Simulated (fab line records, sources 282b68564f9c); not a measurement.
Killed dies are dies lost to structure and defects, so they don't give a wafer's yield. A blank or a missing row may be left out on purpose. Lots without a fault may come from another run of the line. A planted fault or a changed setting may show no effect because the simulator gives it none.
A struck lot beside a sound one | flow rit_cmos | 44 steps out of a route of 202
Sound: wafers L169.1, L169.4, L169.5. Struck: wafers L177.1, L177.3, L177.4. The cause comes at the end.
At each step with rows: each side's tool, then ch and its chambers, then its first start. Under that, the readings that differ: sound wafers | struck wafers | difference of the means | sigmas: that difference in standard deviations of wafers without a fault.
alike: readings whose means differ by less than 2 such deviations, and words and numbers that are the same on both sides. not compared: withheld readings, readings that some wafer has no value for, bounds like >300 that may hide the same value, and numbers for which the record gives no deviation and whose values overlap.
The two part at a step that has a row with sigmas, a row that says differs or no value, or rows on one side only. Numbers that don't overlap but have no deviation are shown without sigmas and don't part them. A reading that every wafer of one side lacks parts them only if that side has two wafers or more.

first, 2 steps without rows for these wafers: RIT_NLDD_HARDBAKE_07 (time 60 s); RIT_NLDD_IMPLANT_08.
RIT_NLDD_STRIP_09: strips in O2, time 180 s.
  sound on plasma_asher-03 ch 0,1, day 2 18:45; struck on plasma_asher-03 ch 0,1, day 4 10:25
  alike: drypump_motor_current_A, o2_flow_sccm
  not compared: rf_hours_counter_h
RIT_NLDD_TW_MEAS_10:
  sound on film_metro-02, day 2 18:56; struck on film_metro-04, day 4 10:35
  alike: NLDD_TW
then, 6 steps without rows for these wafers: RIT_PLDD_HMDS_00 (prime time 60 s); RIT_PLDD_COAT_01 (resist thk 1000 nm); RIT_PLDD_SOFTBAKE_02 (time 60 s); RIT_PLDD_EXPOSE_03 (exposes mask M8, target cd 40900 nm); RIT_PLDD_PEB_04; RIT_PLDD_DEVELOP_05 (develop time 50 s).
RIT_PLDD_OVL_MEAS_06:
  sound on overlay-01, day 2 20:05; struck on overlay-02, day 4 11:40
  alike: PLDD_OVL
then, 1 step without rows for these wafers: RIT_PLDD_HARDBAKE_07 (time 60 s).
RIT_PLDD_IMPLANT_08:
  sound on implanter-04 ch 0, day 2 20:16; struck on implanter-04 ch 0, day 4 11:51
  reading            | sound             | struck            | difference | sigmas
  tilt_deg (degrees) | 6.990 6.996 6.989 | 7.746 7.752 7.767 | +0.763     | +42
  alike: beam_energy_keV
RIT_PLDD_STRIP_09: strips in O2, time 180 s.
  sound on plasma_asher-03 ch 0,1, day 2 20:25; struck on plasma_asher-04 ch 0,1, day 4 12:00
  alike: drypump_motor_current_A, o2_flow_sccm
  not compared: rf_hours_counter_h
RIT_PLDD_TW_MEAS_10:
  sound on film_metro-02, day 2 20:36; struck on film_metro-03, day 4 12:11
  alike: PLDD_TW
then, 4 steps without rows for these wafers: RIT_SPACER_CLEAN_00 (cleans in SC1, time 600 s); RIT_SPACER_CLEAN_01 (cleans in dHF, time 30 s); RIT_SPACER_CLEAN_02 (cleans in SC2, time 600 s); RIT_SPACER_CVD_03 (deposits Si3N4 from SiH2Cl2/NH3, target thk 250 nm, time 3300 s).
RIT_SPACER_THK_MEAS_04:
  sound on film_metro-02, day 2 22:56; struck on film_metro-04, day 4 14:31
  alike: SPACER_NITRIDE_THK
RIT_SPACER_ETCHBACK_05: etches Si3N4 in SF6/CHF3, stops on SiO2, target depth 250 nm, time 240 s.
  sound on rie_diel-04 ch 0,1,3, day 2 23:00; struck on rie_diel-01 ch 0,1,2, day 4 14:35
  alike: drypump_motor_current_A, oes_product_au, throttle_valve_pct
  not compared: rf_hours_counter_h
then, 6 steps without rows for these wafers: RIT_NSD_HMDS_00 (prime time 60 s); RIT_NSD_COAT_01 (resist thk 1000 nm); RIT_NSD_SOFTBAKE_02 (time 60 s); RIT_NSD_EXPOSE_03 (exposes mask M9, target cd 40700 nm); RIT_NSD_PEB_04; RIT_NSD_DEVELOP_05 (develop time 50 s).
RIT_NSD_OVL_MEAS_06:
  sound on overlay-01, day 3 00:14; struck on overlay-02, day 4 15:35
  alike: NSD_OVL
then, 2 steps without rows for these wafers: RIT_NSD_HARDBAKE_07 (time 60 s); RIT_NSD_IMPLANT_08.
RIT_NSD_STRIP_09: strips in O2, time 180 s.
  sound on plasma_asher-02 ch 0,1, day 3 00:35; struck on plasma_asher-01 ch 0,1, day 4 15:55
  alike: drypump_motor_current_A, o2_flow_sccm
  not compared: rf_hours_counter_h
RIT_NSD_TW_MEAS_10:
  sound on film_metro-02, day 3 00:45; struck on film_metro-04, day 4 16:05
  alike: NSD_TW
then, 6 steps without rows for these wafers: RIT_PSD_HMDS_00 (prime time 60 s); RIT_PSD_COAT_01 (resist thk 1000 nm); RIT_PSD_SOFTBAKE_02 (time 60 s); RIT_PSD_EXPOSE_03 (exposes mask M10, target cd 40900 nm); RIT_PSD_PEB_04; RIT_PSD_DEVELOP_05 (develop time 50 s).
RIT_PSD_OVL_MEAS_06:
  sound on overlay-01, day 3 01:50; struck on overlay-01, day 4 17:17
  alike: PSD_OVL
then, 2 steps without rows for these wafers: RIT_PSD_HARDBAKE_07 (time 60 s); RIT_PSD_IMPLANT_08.
RIT_PSD_STRIP_09: strips in O2, time 180 s.
  sound on plasma_asher-04 ch 1, day 3 02:10; struck on plasma_asher-02 ch 0,1, day 4 17:37
  alike: drypump_motor_current_A, o2_flow_sccm
  not compared: rf_hours_counter_h
RIT_SDANNEAL_RS_MEAS_06: measures by four-point-probe.
  sound on film_metro-02, day 3 03:05; struck on film_metro-04, day 4 18:31
  reading          | sound             | struck | difference                    | sigmas
  PLDD_RS (ohm/sq) | 178.9 179.1 178.6 | - - -  | no value on the struck wafers |
RIT_M1_PROBE_99:
  sound on prober-02, day 3 10:40; struck on prober-02, day 5 02:05
  reading                             | sound             | struck            | difference | sigmas
  model.etest.pmos_turned.r_on_ohm_um | 3412 3403 3454    | 3662 3819 3767    | +326       |
  model.etest.pmos_turned.drive_ua_um | 190.8 188.3 185.2 | 166.2 161.5 166.3 | -23.4      |
  alike: killed_at_contacts, killed_at_front_end, killed_dies, killed_open, killed_short

WHERE THEY PART
First at RIT_PLDD_IMPLANT_08; last, within this record, at RIT_SDANNEAL_RS_MEAS_06. Later steps at which nothing parts them and some readings are alike: RIT_M1_PROBE_99.

WHY: what the simulator had put in
Process parameter drift: implanter-04, from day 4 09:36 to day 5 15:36, at RIT_PLDD_IMPLANT_08. Setting tilt_deg, moved by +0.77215, from 7. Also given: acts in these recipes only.
